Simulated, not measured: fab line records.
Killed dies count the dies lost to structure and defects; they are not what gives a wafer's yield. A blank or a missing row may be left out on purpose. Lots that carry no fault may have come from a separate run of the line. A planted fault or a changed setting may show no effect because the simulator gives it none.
A struck lot beside a sound one / flow rit-cmos / 14 steps out of a route of 202
Sound: the wafers L950.2, L950.3, L950.5. Wafers struck: L957.2, L957.5, L957.6. Last of all comes the cause.
At each step with rows: each side's tool, then ch and its chambers, then its first start. Under that, the readings that differ: sound wafers / struck wafers / difference of the means / sigmas: that difference in standard deviations of wafers without a fault.
alike: words and numbers the same on both sides, and readings whose means are apart by under 2 such deviations; not compared: readings that were withheld, readings missing a value for some wafer, numbers with overlapping values and no deviation given by the record, and bounds like >300 which may hide the same value.
Wherever a step has rows on one side only, a row that says differs or no value, or a row with sigmas, the two part there. When numbers do not overlap yet have no deviation, they are printed without sigmas and do not part them. A reading missing from all wafers of one side parts the sides only when that side holds two or more wafers.

first, 1 step without rows for these wafers: RIT_GATE_CVD_08 (deposits poly-Si from SiH4, target thk 250 nm, time 2157 s).
RIT_GATE_THK_MEAS_09:
  sound on film-metro-01, day 4 04:20; struck on film-metro-03, day 5 15:11
  alike: GATE_POLY_THK
then, 6 steps without rows for these wafers: RIT_GATE_HMDS_10 (prime time 60 s); RIT_GATE_COAT_11 (resist thk 850 nm); RIT_GATE_SOFTBAKE_12 (time 60 s); RIT_GATE_EXPOSE_13 (exposes mask M6, target cd 150 nm); RIT_GATE_PEB_14; RIT_GATE_DEVELOP_15 (develop time 50 s).
RIT_GATE_CD_MEAS_16 targets a cd of 150 nm.
  sound on cd-sem-01, day 4 05:15; struck on cd-sem-01, day 5 16:14
reading=cd-nm (nm); sound=143.0 143.0 144.8; struck=153.5 151.8 155.0; difference=+9.8; sigmas=+4
RIT_GATE_OVL_MEAS_17:
  sound on overlay-02, day 4 05:21; struck on overlay-02, day 5 16:20
  alike: GATE_OVL
then, 1 step without rows for these wafers: RIT_GATE_HARDBAKE_18 (time 60 s).
RIT_GATE_ETCH_19: etches poly-Si in SF6/CHF3/O2, stops on SiO2, time 165 s, target depth 312.5 nm.
  sound on rie-si-01 ch 0,3, day 4 05:32; struck on rie-si-02 ch 2,3, day 5 16:31
  alike: drypump-motor-current-A, oes-product-au, throttle-valve-pct
  not compared: rf-hours-counter-h
RIT_GATE_STRIP_20: strips in O2, time 180 s.
  sound on plasma-asher-03 ch 0,1, day 4 05:38; struck on plasma-asher-03 ch 0,1, day 5 16:38
  no value came back on the struck wafers for chamber-pressure-mTorr (mTorr), drypump-motor-current-A (A); on the sound wafers chamber-pressure-mTorr (mTorr) reads 4001 4000 4002
reading=model.NOVOLAK_of_GATE_COAT_11.thk-nm (nm); sound=0 0 0; struck=676.2 677.2 675.2; difference=+676.2; sigmas=
  not compared: rf-hours-counter-h
RIT_GATE_CD_MEAS_90 targets a cd of 150 nm.
  sound on cd-sem-02, day 4 05:50; struck on cd-sem-02, day 5 16:49
reading=cd-nm (nm); sound=143.2 142.3 144.9; struck=153.0 152.1 154.9; difference=+9.9; sigmas=+4

== WHERE THEY PART ==
First at RIT_GATE_CD_MEAS_16; last, within this record, at RIT_GATE_CD_MEAS_90.

WHY: what the simulator had put in
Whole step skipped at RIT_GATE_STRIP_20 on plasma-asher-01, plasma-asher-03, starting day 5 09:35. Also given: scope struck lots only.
